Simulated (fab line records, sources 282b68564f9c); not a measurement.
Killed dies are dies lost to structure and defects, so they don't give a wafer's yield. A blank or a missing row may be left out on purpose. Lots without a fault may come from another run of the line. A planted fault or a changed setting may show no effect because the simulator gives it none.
fab line records | flow rit_cmos
record lots=14 wafers=42 last_day=7
route steps=202 shown GATE@95 M1@202
lots that met no fault: from a run of the same line without faults
start_h: hours from the record's first day to the start of the lot's first wafer shown | wait_h: hours since the lot's step before | " the same as in the row above | L1.1+2: a row that stands for several wafers | - no value, or no start given | * or withheld: withheld | < > ~ a bound
route shown NAME@n: a module of which the file shows steps, and the number in the route of the first | usual: mean/standard deviation of fault-free wafers | same: alike in all rows | chamber/n: place in a boat | sites: the reading at each site | _std_site: their standard deviation | _edge_site: outer sites' mean less inner sites' | radius_mm: how far each site lies from the wafer's centre | mask NAME#n: copy n | behind: the tool/chamber that last shaped the wafer | hold: why the lot was held/for how many hours/how that ended | device: the transistor (n, p or np) that didn't switch | end of line: the same wafers' tests at the end of the route | a step without rows: its recipe alone | killed: dies lost to structure and defects at the first sort, not the wafer's yield | map: a wafer's dies, x killed, . not, _ none there
set.NAME: the setting as run; set.NAME@STEP: as run at that earlier step | model.NAME: the simulator's own value behind a step, which no gauge read
steps of the route over a sample of lots; a table a step, a row a wafer
services: from which hour (start_h, from the record's first day; less than 0 if before it) a tool's chamber was out of use, for how many hours, and why
## steps
# step RIT_GATE_ETCH_19
# recipe chemistry=SF6/CHF3/O2 time_s=165 SF6_flow_sccm=30 CHF3_flow_sccm=30 O2_flow_sccm=5 target=poly-Si pressure_mtorr=40 rf_w=160 target_depth_a=3125 over_etch_frac=0.25 stop_on=SiO2
# usual drypump_motor_current_A=6.0/0.32 he_backside_leak_sccm=2.70/0.17 oes_product_au=0.848/0.0095 over_etch_frac=0.25/0 rf_fwd_power_W=159.2/0.51 throttle_valve_pct=10.30/0.14
# columns lot.wafer tool chamber start_h wait_h drypump_motor_current_A he_backside_leak_sccm oes_product_au over_etch_frac rf_fwd_power_W rf_hours_counter_h throttle_valve_pct
L813.2 rie_si-02 2 42.10 0.1 6.3 3.07 0.846 0.25 159.0 154 10.10
L813.4 " 3 " " 6.1 2.93 0.827 0.25 159.5 - 10.45
L813.6 " 0 " " 6.0 2.54 0.847 0.25 158.7 - 10.49
L814.1 rie_si-01 2 45.66 0.1 5.3 2.81 0.837 0.25 159.2 162 10.09
L814.3 " 0 " " 5.7 2.79 0.840 0.25 159.2 4 10.36
L814.4 " 3 " " 6.4 2.73 0.851 0.25 159.9 29 10.19
L815.3 rie_si-02 2 53.25 0.1 6.3 2.92 0.820 0.25 159.2 154 10.06
L815.5 " 2 " " 6.2 2.82 0.822 0.25 159.5 - 10.08
L815.6 " 0 " " 5.9 2.48 0.836 0.25 158.7 - 10.48
L816.3 rie_si-01 1 53.80 0.1 6.4 2.77 0.845 0.25 158.9 0 10.21
L816.4 " 1 " " 6.4 2.74 0.854 0.25 158.8 - 10.22
L816.5 " 0 " " 5.7 2.77 0.843 0.25 159.4 - 10.36
L817.2 rie_si-02 1 59.73 0.1 5.8 2.75 0.844 0.25 159.2 0 10.35
L817.3 " 2 " " 6.2 2.93 0.833 0.25 158.5 154 10.10
L817.5 " 1 " " 5.8 2.59 0.849 0.25 158.9 - 10.32
L818.3 rie_si-01 3 63.32 0.1 6.3 2.71 0.842 0.25 158.2 29 10.18
L818.5 " 3 " " 6.3 2.41 0.832 0.25 159.2 - 10.18
L818.6 " 1 " " 6.4 2.64 0.848 0.25 159.8 - 10.23
L819.2 rie_si-02 1 68.44 0.1 5.8 2.90 0.846 0.25 158.8 0 10.34
L819.4 " 1 " " 5.8 2.83 0.845 0.25 158.5 - 10.33
L819.6 " 0 " " 6.0 2.51 0.846 0.25 158.4 - 10.48
L820.1 rie_si-01 3 73.26 0.1 6.3 2.60 0.861 0.25 159.1 29 10.18
L820.2 " 1 " " 6.4 2.81 0.848 0.25 159.7 1 10.21
L820.3 " 0 " " 5.7 2.83 0.840 0.25 158.9 4 10.35
L821.1 rie_si-02 2 80.84 0.1 6.3 3.29 0.845 0.25 159.8 154 10.08
L821.5 " 2 " " 6.2 3.23 0.850 0.25 160.0 - 10.09
L821.6 " 1 " " 5.8 2.67 0.847 0.25 159.2 - 10.34
L823.1 rie_si-02 3 90.56 0.1 6.1 2.43 0.859 0.25 159.4 0 10.45
L823.2 " 1 " " 5.8 2.72 0.838 0.25 159.1 0 10.34
L823.6 " 0 " " 6.0 2.47 0.849 0.25 157.9 - 10.51
L827.1 rie_si-02 2 112.21 0.1 6.2 2.82 0.847 0.25 159.2 0 10.09
L827.3 " 1 " " 5.8 2.76 0.843 0.25 159.5 1 10.33
L827.4 " 3 " " 6.1 2.66 0.888 0.21271 159.0 0 10.42
L829.1 rie_si-02 3 127.40 0.1 6.1 2.58 0.884 0.21271 159.7 0 10.44
L829.2 " 2 " " 6.2 2.97 0.855 0.25 159.4 0 10.09
L829.5 " 3 " " 6.1 2.57 0.876 0.21271 159.7 - 10.43
L834.2 rie_si-01 2 146.68 0.1 5.2 2.57 0.853 0.25 159.7 0 10.14
L834.3 " 3 " " 6.3 2.59 0.843 0.25 159.0 30 10.18
L834.4 " 0 " " 5.7 2.73 0.848 0.25 159.8 5 10.35
L836.1 rie_si-01 1 159.29 0.1 6.4 2.73 0.848 0.25 159.3 1 10.20
L836.2 " 2 " " 5.3 2.69 0.843 0.25 159.1 0 10.13
L836.6 " 1 " " 6.4 2.70 0.849 0.25 159.7 - 10.21
# step RIT_M1_PROBE_99
# usual killed_at_M0_to_M3=0.0/0.12 killed_at_contacts=0.0/0.2 killed_at_front_end=6.6/2.8 killed_dies=6.6/2.8 killed_open=3.3/1.9 killed_short=3.2/1.8
# same gross_dies=264 killed_at_M4_up=0 killed_at_back_side=0 killed_at_other=0
# columns lot.wafer tool chamber start_h wait_h killed_at_M0_to_M3 killed_at_contacts killed_at_front_end killed_dies killed_open killed_short
L823.1 prober-02 - 111.51 0.1 0 0 9 9 4 5
L823.2 prober-02 - 111.56 0.1 0 0 3 3 0 3
L823.6 prober-02 - 111.76 0.2 0 0 5 5 3 2
# killed by level:class
L823.1 FOX1:geometric_particle:open=4 GATE:geometric_particle:short=4 FOX1:geometric_particle:short=1
L823.2 FOX1:geometric_particle:short=1 GATE:geometric_particle:short=1 SPACER:geometric_particle:short=1
L823.6 FOX1:geometric_particle:open=1 FOX1:geometric_particle:short=1 FOX2:geometric_particle:open=1 SILICIDE:geometric_particle:open=1 SILICIDE:geometric_particle:short=1
## services
# columns tool chamber start_h hours kind
rie_si-02 1 38.09 - clean
rie_si-02 1 38.09 15.8 scheduled_down
rie_si-02 1 38.09 15.8 vent_cycle
rie_si-01 0 43.35 1.8 repair
rie_si-01 2 53.24 - clean
rie_si-01 2 53.24 26.2 scheduled_down
rie_si-01 2 53.24 26.2 vent_cycle
rie_si-02 3 63.58 - clean
rie_si-02 3 63.58 22.2 scheduled_down
rie_si-02 3 63.58 22.2 vent_cycle
rie_si-02 2 89.36 - clean
rie_si-02 2 89.36 14.7 scheduled_down
rie_si-02 2 89.36 14.7 vent_cycle
rie_si-02 - 113.07 2.8 pm
rie_si-01 3 141.56 3.6 repair
## key
first_sign step=RIT_GATE_ETCH_19 reading=over_etch_frac direction=down sigmas=99+ usual=0.25 struck=0.21271
effect none on later readings
met_at RIT_GATE_ETCH_19
struck_lots L827,L829
struck_wafers L827.4,L829.1,L829.5
tester_left_out L827,L829
onset_between 90.56 112.21
fault kind=process_parameter_drift tool=rie_si-02 chamber=3 onset_h=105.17 steps=RIT_GATE_ETCH_19 channel=over_etch_frac offset=-0.037285 shape=step end_h=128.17 stated=0.25
# tester_left_out: of these lots the tester's yield and bins aren't shown, on N5 and GAA mostly nor the transistor test; their killed dies are dies lost to structure and defects alone, not to doping, threshold or leakage, so they don't give the yield
